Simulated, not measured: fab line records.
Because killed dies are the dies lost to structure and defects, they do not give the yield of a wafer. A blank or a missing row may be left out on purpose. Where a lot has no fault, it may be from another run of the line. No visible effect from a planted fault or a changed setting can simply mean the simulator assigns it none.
Commonality check across tools	flow rit_cmos	Sampled: 14 lots, 42 wafers

== WHY THIS WAS OPENED ==
At RIT_FOX2_THK_MEAS_01 the reading FOX2_OXIDE_THK is flagged on 2 of 14 lots. Fault-free wafers read 348 nm, with a standard deviation of 5.5.
Rule: flag the lot when none of its wafers has a number, or when each of its wafers that has one lies beyond 4 standard deviations from that mean. The rest of the lots are taken to be sound.

lot	measured	on	FOX2_OXIDE_THK (nm), wafer by wafer	flag
L132	day 1 23:22	film_metro-01	348 352 349	
L135	day 2 16:10	film_metro-01	346 350 351	
L136	day 2 19:30	film_metro-01	349 355 353	
L137	day 3 01:05	film_metro-03	343 340 349	
L138	day 3 05:28	film_metro-02	348 346 340	
L140	day 3 17:40	film_metro-02	348 348 345	
L141	day 3 22:44	film_metro-01	356 353 353	
L142	day 4 05:04	film_metro-01	346 350 352	
L145	day 4 21:24	film_metro-03	341 335 339	
L148	day 5 08:26	film_metro-03	304 301 303	FLAGGED
L150	day 5 17:31	film_metro-03	310 305 313	FLAGGED
L151	day 5 23:01	film_metro-03	365 355 353	
L153	day 6 09:40	film_metro-02	340 344 343	
L154	day 6 14:59	film_metro-02	350 352 353	
The mean of the flagged lots' numbers is 306 nm, -42 nm from the usual (-8 standard deviations).

== WHICH TOOL RAN EACH LOT ==
The record holds 1 process step before the reading, out of a route of 202 steps. Cell contents, in order: the tool; ch with the chambers the sampled wafers went through; the start.
lot	flag	RIT_FOX2_OXIDATION_00
L132		furnace-01 ch 0, day 1 22:03
L135		furnace-01 ch 0, day 2 14:51
L136		furnace-03 ch 0, day 2 18:10
L137		furnace-01 ch 0, day 2 23:44
L138		furnace-01 ch 0, day 3 04:09
L140		furnace-02 ch 0, day 3 16:20
L141		furnace-02 ch 0, day 3 21:23
L142		furnace-01 ch 0, day 4 03:44
L145		furnace-02 ch 0, day 4 20:05
L148	FLAGGED	furnace-01 ch 0, day 5 07:07
L150	FLAGGED	furnace-01 ch 0, day 5 16:11
L151		furnace-02 ch 0, day 5 21:41
L153		furnace-03 ch 0, day 6 08:21
L154		furnace-02 ch 0, day 6 13:40
What the steps here do:
- RIT_FOX2_OXIDATION_00: target thk 350.7 nm, ox time 1130 s.
- RIT_FOX2_THK_MEAS_01

== FLAGGED OVER TOTAL, TOOL BY TOOL (the gauges that took the reading come last) ==
step	tool	lots run	flagged	share of the flagged lots	sound lots run after its first flagged lot
RIT_FOX2_OXIDATION_00	furnace-01	7	2	all	0
RIT_FOX2_OXIDATION_00	furnace-02	5	0	none	-
RIT_FOX2_OXIDATION_00	furnace-03	2	0	none	-
RIT_FOX2_THK_MEAS_01	film_metro-01	5	0	none	-
RIT_FOX2_THK_MEAS_01	film_metro-02	4	0	none	-
RIT_FOX2_THK_MEAS_01	film_metro-03	5	2	all	1 (L151)

== WHAT THE TABLE PERMITS ==
In 2 table rows, all flagged lots were run: furnace-01 (RIT_FOX2_OXIDATION_00), film_metro-03 (RIT_FOX2_THK_MEAS_01).
- furnace-01 at RIT_FOX2_OXIDATION_00 ran 7 lots, 2 of them flagged. A fault beginning between L142 (day 4 03:44), its last sound lot, and L148 (day 5 07:07), its first flagged one, fits the data. Its own readings lie more than 4 standard deviations out on every wafer of the flagged lots: spike_tc_centre_C, spike_tc_load_C, spike_tc_source_C, tube_center_temp_C, tube_center_temp_C_max.
- film_metro-03 at RIT_FOX2_THK_MEAS_01 ran 5 lots, 2 of them flagged. Sound lots ran on it after the first flagged one (L151), which a lasting fault on the whole tool wouldn't allow.
Just one tool remains: furnace-01 at RIT_FOX2_OXIDATION_00.

== WHAT THE SIMULATOR HAD PUT IN ==
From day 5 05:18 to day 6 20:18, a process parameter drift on furnace-01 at RIT_FOX2_OXIDATION_00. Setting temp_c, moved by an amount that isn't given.
Lots struck among those shown: L148, L150. The same result came from the rule above.
